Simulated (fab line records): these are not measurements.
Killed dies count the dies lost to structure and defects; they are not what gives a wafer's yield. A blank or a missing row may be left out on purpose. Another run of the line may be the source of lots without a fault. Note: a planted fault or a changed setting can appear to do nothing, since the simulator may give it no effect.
Which tool is to blame? || flow rit cmos || at 1 step of a route of 202, 14 lots with 42 wafers sampled

== WHAT THE GAUGES SHOWED, per wafer ==
The record holds no reading of a measuring or inspecting step that can be judged against a usual standard deviation.

== EACH LOT AND THE TOOL THAT RAN IT (in order: tool; ch and the chambers of the sampled wafers; start) ==
{"lot": "L336", "RIT_SILICIDE_RTA_04": "rtp anneal-02 ch 0, day 3 15:56"}
{"lot": "L337", "RIT_SILICIDE_RTA_04": "rtp anneal-01 ch 0, day 3 19:29"}
{"lot": "L338", "RIT_SILICIDE_RTA_04": "rtp anneal-02 ch 0, day 3 21:35"}
{"lot": "L339", "RIT_SILICIDE_RTA_04": "rtp anneal-01 ch 0, day 4 03:35"}
{"lot": "L340", "RIT_SILICIDE_RTA_04": "rtp anneal-02 ch 0, day 4 08:10"}
{"lot": "L341", "RIT_SILICIDE_RTA_04": "rtp anneal-01 ch 0, day 4 12:33"}
{"lot": "L342", "RIT_SILICIDE_RTA_04": "rtp anneal-02 ch 0, day 4 14:49"}
{"lot": "L345", "RIT_SILICIDE_RTA_04": "rtp anneal-01 ch 0, day 5 06:25"}
{"lot": "L346", "RIT_SILICIDE_RTA_04": "rtp anneal-02 ch 0, day 5 11:27"}
{"lot": "L347", "RIT_SILICIDE_RTA_04": "rtp anneal-01 ch 0, day 5 16:03"}
{"lot": "L350", "RIT_SILICIDE_RTA_04": "rtp anneal-02 ch 0, day 6 10:25"}
{"lot": "L352", "RIT_SILICIDE_RTA_04": "rtp anneal-02 ch 0, day 6 20:23"}
{"lot": "L355", "RIT_SILICIDE_RTA_04": "rtp anneal-01 ch 0, day 7 08:15"}
{"lot": "L357", "RIT_SILICIDE_RTA_04": "rtp anneal-01 ch 0, day 7 22:36"}
- RIT_SILICIDE_RTA_04: time 10 s, ramp up 5 s, ramp down 5 s.

== AS READ BY THE TOOLS THEMSELVES (means over the sampled wafers that have a number; for cases with no such wafer, the mark the record gives instead) ==
RIT_SILICIDE_RTA_04. Usual: chamber o2 ppm 1.998, standard deviation 0.024; wafer_temp_C_max 654.1, standard deviation 1.4.
{"lot": "L336", "tool": "rtp anneal-02", "chamber o2 ppm": 1.964, "wafer_temp_C_max": 655.2, "flag": ""}
{"lot": "L337", "tool": "rtp anneal-01", "chamber o2 ppm": 2.020, "wafer_temp_C_max": 652.4, "flag": ""}
{"lot": "L338", "tool": "rtp anneal-02", "chamber o2 ppm": 1.979, "wafer_temp_C_max": 655.4, "flag": ""}
{"lot": "L339", "tool": "rtp anneal-01", "chamber o2 ppm": 1.990, "wafer_temp_C_max": 652.9, "flag": ""}
{"lot": "L340", "tool": "rtp anneal-02", "chamber o2 ppm": 2.018, "wafer_temp_C_max": 654.1, "flag": ""}
{"lot": "L341", "tool": "rtp anneal-01", "chamber o2 ppm": 1.982, "wafer_temp_C_max": 653.0, "flag": ""}
{"lot": "L342", "tool": "rtp anneal-02", "chamber o2 ppm": 2.002, "wafer_temp_C_max": 655.5, "flag": ""}
{"lot": "L345", "tool": "rtp anneal-01", "chamber o2 ppm": 2.024, "wafer_temp_C_max": 653.2, "flag": ""}
{"lot": "L346", "tool": "rtp anneal-02", "chamber o2 ppm": 2.017, "wafer_temp_C_max": 655.8, "flag": ""}
{"lot": "L347", "tool": "rtp anneal-01", "chamber o2 ppm": 1.976, "wafer_temp_C_max": 652.8, "flag": ""}
{"lot": "L350", "tool": "rtp anneal-02", "chamber o2 ppm": 1.976, "wafer_temp_C_max": 595.3, "flag": "OFF"}
{"lot": "L352", "tool": "rtp anneal-02", "chamber o2 ppm": 1.985, "wafer_temp_C_max": 594.7, "flag": "OFF"}
{"lot": "L355", "tool": "rtp anneal-01", "chamber o2 ppm": 2.000, "wafer_temp_C_max": 652.4, "flag": ""}
{"lot": "L357", "tool": "rtp anneal-01", "chamber o2 ppm": 2.002, "wafer_temp_C_max": 652.7, "flag": ""}

== THE ANSWER, worked out from the rows above alone ==
Rule: a lot counts as off when the mean over its wafers that have a number is more than 3 standard deviations away from the usual mean. Also off: a lot with no number at a reading for which 4 or more lots have one. All remaining lots with rows at the step are treated as sound. First the gauges in route order, then the tools' own readings, where a lot's mean is used as printed above. At the first step where some lot is off, the reading lying furthest off is the one used; lots without a number count as furthest.
Off, at RIT_SILICIDE_RTA_04 on wafer_temp_C_max: L350, L352.
A tool fits if, at that step or a process step before it, it ran every lot that is off, and no sound lot after the first of them. One fits: rtp anneal-02 at RIT_SILICIDE_RTA_04. Its last sound lot is L346 (day 5 11:27), its first lot that is off L350 (day 6 10:25): a fault that began between those two fits.
On the lots that are off, the tool's own readings at RIT_SILICIDE_RTA_04 differ by more than 5 times the standard deviation of the sound lots' means, which bears it out; wafer_temp_C_max reads 595.0 there versus 653.8 on the sound lots.

== WHAT THE SIMULATOR HAD INSERTED ==
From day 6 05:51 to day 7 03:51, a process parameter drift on rtp anneal-02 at RIT_SILICIDE_RTA_04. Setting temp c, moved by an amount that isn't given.
Lots struck among those shown: L350, L352. The rule above found the same.
